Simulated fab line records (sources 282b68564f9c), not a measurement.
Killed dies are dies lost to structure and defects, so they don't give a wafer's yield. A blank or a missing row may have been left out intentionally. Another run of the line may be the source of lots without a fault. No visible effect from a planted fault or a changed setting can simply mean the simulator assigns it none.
fab line records / flow rit-cmos / part 2 of 2: steps 35 to 35 of 35
record: lots: 5 wafers: 23
route steps=202 shown FOX2@23 NWELL@30 PWELL@41 WELLDRIVE@50 NRETRO@61 PRETRO@72 GATE@77 SPACER@128 NSD@139 PSD@143 M1@202
start-h: the number of hours between the record's first day and the start of the first shown wafer of the lot / wait-h: how many hours have passed since the lot's step before this one / " as in the row above / L1.1+2: a single row standing in for several wafers / - value missing, or start not given / * or withheld: withheld / < > ~ a bound
route shown NAME@n: a module of which the file shows steps, and the number in the route of the first / usual: average and standard deviation across the fault-free wafers / same: alike in all rows / chamber/n: place in a boat / sites: the reading at each site / _std_site: the standard deviation of these / _edge_site: outer sites' mean less inner sites' / radius-mm: how far each site lies from the wafer's centre / mask NAME#n: copy n / behind: the tool/chamber that last shaped the wafer / hold: reason for holding the lot/hours on hold/outcome of the hold / device: transistor that didn't switch, given as n, p or np / end of line: at the end of the route, the tests of the same wafers / a step given without rows: its recipe and nothing more / killed: dies lost to structure and defects at the first sort, not the wafer's yield / map: a wafer's dies, marking killed ones x, the rest . and places with no die _
set.NAME: the setting the step ran with; set.NAME@STEP: the setting that earlier step ran with / model.NAME: the simulator's own value behind a step, which no gauge read
lots run with intentionally changed settings; tables by step, rows by wafer
== steps ==
step: RIT_M1_PROBE_99
usual: killed-at-contacts: 0.0/0.16 killed-at-front-end: 6.6/2.9 killed-dies: 6.7/2.9 killed-open: 3.5/2 killed-short: 3.1/1.8
same: gross-dies: 264 killed_at_M0_to_M3: 0 killed_at_M4_up: 0 killed-at-back-side: 0 killed-at-other: 0
lot.wafer=L075.1 tool=prober-02 chamber=- start-h=66.40 wait-h=0.1 set.temp-c@GATE_OXIDATION_05=914.3 killed-at-contacts=0 killed-at-front-end=9 killed-dies=9 killed-open=5 killed-short=4 model.etest.nmos_0p3.r-on-ohm-um=2405 model.etest.nmos-narrow.drive-ua-um=180.4 model.etest.pmos_0p3.r-on-ohm-um=7368 model.etest.pmos-turned.r-on-ohm-um=3793
lot.wafer=L075.3 tool=prober-02 chamber=- start-h=66.50 wait-h=0.2 set.temp-c@GATE_OXIDATION_05=914.3 killed-at-contacts=0 killed-at-front-end=3 killed-dies=3 killed-open=3 killed-short=0 model.etest.nmos_0p3.r-on-ohm-um=2425 model.etest.nmos-narrow.drive-ua-um=173.6 model.etest.pmos_0p3.r-on-ohm-um=7349 model.etest.pmos-turned.r-on-ohm-um=3818
lot.wafer=L075.4 tool=prober-02 chamber=- start-h=66.55 wait-h=0.2 set.temp-c@GATE_OXIDATION_05=914.3 killed-at-contacts=0 killed-at-front-end=3 killed-dies=3 killed-open=2 killed-short=1 model.etest.nmos_0p3.r-on-ohm-um=2387 model.etest.nmos-narrow.drive-ua-um=177 model.etest.pmos_0p3.r-on-ohm-um=7271 model.etest.pmos-turned.r-on-ohm-um=3758
lot.wafer=L075.5 tool=prober-02 chamber=- start-h=66.60 wait-h=0.2 set.temp-c@GATE_OXIDATION_05=914.3 killed-at-contacts=0 killed-at-front-end=8 killed-dies=8 killed-open=6 killed-short=2 model.etest.nmos_0p3.r-on-ohm-um=2416 model.etest.nmos-narrow.drive-ua-um=175.9 model.etest.pmos_0p3.r-on-ohm-um=7400 model.etest.pmos-turned.r-on-ohm-um=3876
lot.wafer=L075.6 tool=prober-02 chamber=- start-h=66.65 wait-h=0.2 set.temp-c@GATE_OXIDATION_05=914.3 killed-at-contacts=0 killed-at-front-end=10 killed-dies=10 killed-open=4 killed-short=5 model.etest.nmos_0p3.r-on-ohm-um=2412 model.etest.nmos-narrow.drive-ua-um=178.4 model.etest.pmos_0p3.r-on-ohm-um=7305 model.etest.pmos-turned.r-on-ohm-um=3808
lot.wafer=L079.2 tool=prober-01 chamber=- start-h=81.46 wait-h=0.1 set.temp-c@GATE_OXIDATION_05=900 killed-at-contacts=0 killed-at-front-end=4 killed-dies=4 killed-open=2 killed-short=2 model.etest.nmos_0p3.r-on-ohm-um=2250 model.etest.nmos-narrow.drive-ua-um=226.3 model.etest.pmos_0p3.r-on-ohm-um=6275 model.etest.pmos-turned.r-on-ohm-um=3499
lot.wafer=L079.3 tool=prober-01 chamber=- start-h=81.51 wait-h=0.2 set.temp-c@GATE_OXIDATION_05=900 killed-at-contacts=0 killed-at-front-end=8 killed-dies=8 killed-open=5 killed-short=3 model.etest.nmos_0p3.r-on-ohm-um=2250 model.etest.nmos-narrow.drive-ua-um=230.8 model.etest.pmos_0p3.r-on-ohm-um=6202 model.etest.pmos-turned.r-on-ohm-um=3478
lot.wafer=L079.4 tool=prober-01 chamber=- start-h=81.56 wait-h=0.2 set.temp-c@GATE_OXIDATION_05=900 killed-at-contacts=0 killed-at-front-end=5 killed-dies=5 killed-open=4 killed-short=1 model.etest.nmos_0p3.r-on-ohm-um=2262 model.etest.nmos-narrow.drive-ua-um=224.5 model.etest.pmos_0p3.r-on-ohm-um=6148 model.etest.pmos-turned.r-on-ohm-um=3420
lot.wafer=L079.5 tool=prober-01 chamber=- start-h=81.61 wait-h=0.2 set.temp-c@GATE_OXIDATION_05=900 killed-at-contacts=0 killed-at-front-end=9 killed-dies=9 killed-open=6 killed-short=3 model.etest.nmos_0p3.r-on-ohm-um=2163 model.etest.nmos-narrow.drive-ua-um=231.3 model.etest.pmos_0p3.r-on-ohm-um=5946 model.etest.pmos-turned.r-on-ohm-um=3179
lot.wafer=L079.6 tool=prober-01 chamber=- start-h=81.66 wait-h=0.2 set.temp-c@GATE_OXIDATION_05=900 killed-at-contacts=0 killed-at-front-end=8 killed-dies=8 killed-open=3 killed-short=5 model.etest.nmos_0p3.r-on-ohm-um=2182 model.etest.nmos-narrow.drive-ua-um=231.9 model.etest.pmos_0p3.r-on-ohm-um=6069 model.etest.pmos-turned.r-on-ohm-um=3305
lot.wafer=L080.1 tool=prober-02 chamber=- start-h=88.59 wait-h=0.1 set.temp-c@GATE_OXIDATION_05=900 killed-at-contacts=0 killed-at-front-end=4 killed-dies=4 killed-open=1 killed-short=3 model.etest.nmos_0p3.r-on-ohm-um=2166 model.etest.nmos-narrow.drive-ua-um=223.8 model.etest.pmos_0p3.r-on-ohm-um=6340 model.etest.pmos-turned.r-on-ohm-um=3539
lot.wafer=L080.2 tool=prober-02 chamber=- start-h=88.64 wait-h=0.1 set.temp-c@GATE_OXIDATION_05=900 killed-at-contacts=1 killed-at-front-end=7 killed-dies=8 killed-open=4 killed-short=4 model.etest.nmos_0p3.r-on-ohm-um=2171 model.etest.nmos-narrow.drive-ua-um=225.2 model.etest.pmos_0p3.r-on-ohm-um=6391 model.etest.pmos-turned.r-on-ohm-um=3550
lot.wafer=L080.3 tool=prober-02 chamber=- start-h=88.69 wait-h=0.2 set.temp-c@GATE_OXIDATION_05=900 killed-at-contacts=0 killed-at-front-end=3 killed-dies=3 killed-open=2 killed-short=1 model.etest.nmos_0p3.r-on-ohm-um=2152 model.etest.nmos-narrow.drive-ua-um=216.7 model.etest.pmos_0p3.r-on-ohm-um=6385 model.etest.pmos-turned.r-on-ohm-um=3531
lot.wafer=L080.5 tool=prober-02 chamber=- start-h=88.79 wait-h=0.2 set.temp-c@GATE_OXIDATION_05=900 killed-at-contacts=0 killed-at-front-end=8 killed-dies=8 killed-open=4 killed-short=4 model.etest.nmos_0p3.r-on-ohm-um=2191 model.etest.nmos-narrow.drive-ua-um=216.1 model.etest.pmos_0p3.r-on-ohm-um=6260 model.etest.pmos-turned.r-on-ohm-um=3493
lot.wafer=L080.6 tool=prober-02 chamber=- start-h=88.84 wait-h=0.2 set.temp-c@GATE_OXIDATION_05=900 killed-at-contacts=0 killed-at-front-end=3 killed-dies=3 killed-open=2 killed-short=1 model.etest.nmos_0p3.r-on-ohm-um=2224 model.etest.nmos-narrow.drive-ua-um=210.5 model.etest.pmos_0p3.r-on-ohm-um=6570 model.etest.pmos-turned.r-on-ohm-um=3602
lot.wafer=L082.1 tool=prober-02 chamber=- start-h=96.66 wait-h=0.1 set.temp-c@GATE_OXIDATION_05=926 killed-at-contacts=0 killed-at-front-end=12 killed-dies=12 killed-open=7 killed-short=5 model.etest.nmos_0p3.r-on-ohm-um=2812 model.etest.nmos-narrow.drive-ua-um=142.2 model.etest.pmos_0p3.r-on-ohm-um=8871 model.etest.pmos-turned.r-on-ohm-um=4566
lot.wafer=L082.2 tool=prober-02 chamber=- start-h=96.71 wait-h=0.1 set.temp-c@GATE_OXIDATION_05=926 killed-at-contacts=0 killed-at-front-end=6 killed-dies=6 killed-open=3 killed-short=3 model.etest.nmos_0p3.r-on-ohm-um=2831 model.etest.nmos-narrow.drive-ua-um=140.1 model.etest.pmos_0p3.r-on-ohm-um=8888 model.etest.pmos-turned.r-on-ohm-um=4559
lot.wafer=L082.4 tool=prober-02 chamber=- start-h=96.81 wait-h=0.2 set.temp-c@GATE_OXIDATION_05=926 killed-at-contacts=0 killed-at-front-end=6 killed-dies=6 killed-open=3 killed-short=3 model.etest.nmos_0p3.r-on-ohm-um=2776 model.etest.nmos-narrow.drive-ua-um=142 model.etest.pmos_0p3.r-on-ohm-um=8460 model.etest.pmos-turned.r-on-ohm-um=4467
lot.wafer=L082.5 tool=prober-02 chamber=- start-h=96.86 wait-h=0.2 set.temp-c@GATE_OXIDATION_05=926 killed-at-contacts=0 killed-at-front-end=8 killed-dies=8 killed-open=4 killed-short=4 model.etest.nmos_0p3.r-on-ohm-um=2803 model.etest.nmos-narrow.drive-ua-um=141.9 model.etest.pmos_0p3.r-on-ohm-um=8619 model.etest.pmos-turned.r-on-ohm-um=4377
lot.wafer=L082.6 tool=prober-02 chamber=- start-h=96.91 wait-h=0.2 set.temp-c@GATE_OXIDATION_05=926 killed-at-contacts=2 killed-at-front-end=11 killed-dies=13 killed-open=5 killed-short=6 model.etest.nmos_0p3.r-on-ohm-um=2799 model.etest.nmos-narrow.drive-ua-um=139.8 model.etest.pmos_0p3.r-on-ohm-um=8500 model.etest.pmos-turned.r-on-ohm-um=4462
lot.wafer=L084.2 tool=prober-02 chamber=- start-h=106.46 wait-h=0.1 set.temp-c@GATE_OXIDATION_05=900 killed-at-contacts=0 killed-at-front-end=9 killed-dies=9 killed-open=2 killed-short=7 model.etest.nmos_0p3.r-on-ohm-um=2079 model.etest.nmos-narrow.drive-ua-um=237.4 model.etest.pmos_0p3.r-on-ohm-um=6097 model.etest.pmos-turned.r-on-ohm-um=3296
lot.wafer=L084.4 tool=prober-02 chamber=- start-h=106.56 wait-h=0.2 set.temp-c@GATE_OXIDATION_05=900 killed-at-contacts=0 killed-at-front-end=5 killed-dies=5 killed-open=1 killed-short=4 model.etest.nmos_0p3.r-on-ohm-um=2082 model.etest.nmos-narrow.drive-ua-um=236.4 model.etest.pmos_0p3.r-on-ohm-um=6093 model.etest.pmos-turned.r-on-ohm-um=3257
lot.wafer=L084.6 tool=prober-02 chamber=- start-h=106.66 wait-h=0.2 set.temp-c@GATE_OXIDATION_05=900 killed-at-contacts=0 killed-at-front-end=7 killed-dies=7 killed-open=4 killed-short=3 model.etest.nmos_0p3.r-on-ohm-um=2070 model.etest.nmos-narrow.drive-ua-um=236.4 model.etest.pmos_0p3.r-on-ohm-um=6070 model.etest.pmos-turned.r-on-ohm-um=3318
killed by level:class
L075.1 REOX:geometric-particle:open=4 GATE:geometric-particle:short=2 GATE:geometric-particle:open=1 REOX:geometric-particle:short=1 SILICIDE:geometric-particle:short=1
L075.3 GATE:geometric-particle:open=2 SILICIDE:geometric-particle:open=1
L075.4 FOX1:geometric-particle:open=1 GATE:geometric-particle:open=1 GATE:geometric-particle:short=1
L075.5 GATE:geometric-particle:open=4 FOX1:geometric-particle:open=1 FOX2:geometric-particle:short=1 FOX2:geometric-particle:open=1 GATE:geometric-particle:short=1
L075.6 GATE:geometric-particle:short=4 GATE:geometric-particle:open=3 FOX1:geometric-particle:open=1 FOX1:geometric-particle:short=1 NRETRO:coat-microbubble-printed=1
L079.2 FOX1:geometric-particle:short=1 GATE:geometric-particle:short=1 SPACER:geometric-particle:open=1 SILICIDE:geometric-particle:open=1
L079.3 GATE:geometric-particle:short=3 GATE:geometric-particle:open=3 REOX:geometric-particle:open=2
L079.4 GATE:geometric-particle:open=2 FOX1:geometric-particle:open=1 FOX2:geometric-particle:open=1 GATE:geometric-particle:short=1
L079.5 GATE:geometric-particle:short=3 GATE:geometric-particle:open=3 SPACER:geometric-particle:open=2 SILICIDE:geometric-particle:open=1
L079.6 GATE:geometric-particle:short=4 FOX2:geometric-particle:open=1 GATE:geometric-particle:open=1 REOX:geometric-particle:open=1 REOX:geometric-particle:short=1
L080.1 FOX1:geometric-particle:short=1 FOX1:geometric-particle:open=1 GATE:geometric-particle:short=1 SPACER:geometric-particle:short=1
L080.2 GATE:geometric-particle:open=2 REOX:geometric-particle:short=2 GATE:geometric-particle:short=1 SPACER:geometric-particle:short=1 SILICIDE:geometric-particle:open=1 CONTACT:geometric-particle:open=1
L080.3 FOX1:geometric-particle:open=1 GATE:geometric-particle:open=1 SILICIDE:geometric-particle:short=1
L080.5 GATE:geometric-particle:short=2 SILICIDE:geometric-particle:short=2 SILICIDE:geometric-particle:open=2 GATE:geometric-particle:open=1 REOX:geometric-particle:open=1
L080.6 FOX1:geometric-particle:short=1 FOX2:geometric-particle:open=1 GATE:geometric-particle:open=1
L082.1 FOX1:geometric-particle:open=2 GATE:geometric-particle:open=2 REOX:geometric-particle:open=2 SPACER:geometric-particle:short=2 FOX1:geometric-particle:short=1 GATE:geometric-particle:short=1 SILICIDE:geometric-particle:open=1 SILICIDE:geometric-particle:short=1
L082.2 GATE:geometric-particle:short=2 FOX1:geometric-particle:short=1 GATE:geometric-particle:open=1 REOX:geometric-particle:open=1 SILICIDE:geometric-particle:open=1
L082.4 GATE:geometric-particle:short=2 GATE:geometric-particle:open=1 REOX:geometric-particle:open=1 SPACER:geometric-particle:short=1 SILICIDE:geometric-particle:open=1
L082.5 GATE:geometric-particle:open=2 REOX:geometric-particle:open=2 FOX2:geometric-particle:short=1 REOX:geometric-particle:short=1 SPACER:geometric-particle:short=1 SILICIDE:geometric-particle:short=1
L082.6 GATE:geometric-particle:short=5 GATE:geometric-particle:open=4 CONTACT:area-etch=2 FOX1:geometric-particle:open=1 FOX1:geometric-particle:short=1
L084.2 GATE:geometric-particle:short=5 FOX1:geometric-particle:short=1 GATE:geometric-particle:open=1 REOX:geometric-particle:short=1 SPACER:geometric-particle:open=1
L084.4 FOX1:geometric-particle:short=1 FOX2:geometric-particle:short=1 GATE:geometric-particle:short=1 GATE:geometric-particle:open=1 SPACER:geometric-particle:short=1
L084.6 FOX1:geometric-particle:open=3 FOX1:geometric-particle:short=1 GATE:geometric-particle:open=1 GATE:geometric-particle:short=1 SPACER:geometric-particle:short=1
== key ==
split: step: RIT_FOX2_OXIDATION_00 setting: temp-c stated: 1100 by: lot
response: step: RIT_FOX2_OXIDATION_00 reading: model.SiO2_of_FOX2_OXIDATION_00.thk-nm change: +18.4 per: 1% r: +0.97
response: step: RIT_FOX2_THK_MEAS_01 reading: FOX2_OXIDE_THK change: +18.4 per: 1% r: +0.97
response: step: RIT_FOX2_THK_MEAS_90 reading: FIELD_OXIDE_LEFT_1_THK change: +18.4 per: 1% r: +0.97
response: step: RIT_FOX2_THK_MEAS_91 reading: FIELD_OXIDE_LEFT_2_THK change: +18.4 per: 1% r: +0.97
split: step: RIT_NWELL_SOFTBAKE_02 setting: temp-c stated: 90 by: wafer
response: step: RIT_NWELL_DEVELOP_05 reading: model.NOVOLAK_of_NWELL_COAT_01.thk-nm change: -3.32 per: 1% r: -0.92
split: step: RIT_NWELL_IMPLANT_08 setting: dose-cm2 stated: 5e+13 by: wafer
response: step: RIT_NWELL_TW_MEAS_10 reading: NWELL_TW change: +7.76 per: 1% r: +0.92
response: step: RIT_WELLDRIVE_RS_MEAS_01 reading: NWELL_RS change: -1.7 per: 1% r: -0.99
split: step: RIT_PWELL_SOFTBAKE_02 setting: temp-c stated: 90 by: wafer
response none clear
split: step: RIT_NRETRO_IMPLANT_08 setting: dose-cm2 stated: 1e+13 by: wafer
response: step: RIT_NRETRO_TW_MEAS_10 reading: NRETRO_TW change: +3.35 per: 1% r: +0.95
split: step: RIT_PRETRO_IMPLANT_08 setting: dose-cm2 stated: 1.2e+13 by: wafer
response: step: RIT_PRETRO_TW_MEAS_10 reading: PRETRO_TW change: +1.69 per: 1% r: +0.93
split: step: RIT_GATE_CLEAN_02 setting: time-s stated: 30 by: lot
response none clear
split: step: RIT_GATE_OXIDATION_05 setting: temp-c stated: 900 by: lot
response: step: RIT_GATE_OXIDATION_05 reading: model.SiO2_of_GATE_OXIDATION_05.thk-nm change: +0.392 per: 1% r: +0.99
response: step: RIT_GATE_THK_MEAS_07 reading: GATE_OXIDE_THK change: +0.392 per: 1% r: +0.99
response: step: RIT_M1_PROBE_99 reading: model.etest.pmos_0p3.r-on-ohm-um change: +826 per: 1% r: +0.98
response: step: RIT_M1_PROBE_99 reading: model.etest.pmos-turned.r-on-ohm-um change: +350 per: 1% r: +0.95
response: step: RIT_M1_PROBE_99 reading: model.etest.nmos_0p3.r-on-ohm-um change: +208 per: 1% r: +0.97
response: step: RIT_M1_PROBE_99 reading: model.etest.nmos-narrow.drive-ua-um change: -29.8 per: 1% r: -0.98
split: step: RIT_SPACER_CVD_03 setting: nh3-flow-sccm stated: 150 by: lot
response none in this file
split: step: RIT_NSD_IMPLANT_08 setting: dose-cm2 stated: 1e+15 by: wafer
response none in this file
split: step: RIT_PSD_COAT_01 setting: spin-rpm stated: 3250 by: wafer
response: step: RIT_PSD_COAT_01 reading: model.NOVOLAK_of_PSD_COAT_01.thk-nm change: -4.81 per: 1% r: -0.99
response: step: RIT_PSD_HARDBAKE_07 reading: model.NOVOLAK_of_PSD_COAT_01.thk-nm change: -4.22 per: 1% r: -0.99
split: step: RIT_PSD_HARDBAKE_07 setting: temp-c stated: 140 by: wafer
response none clear
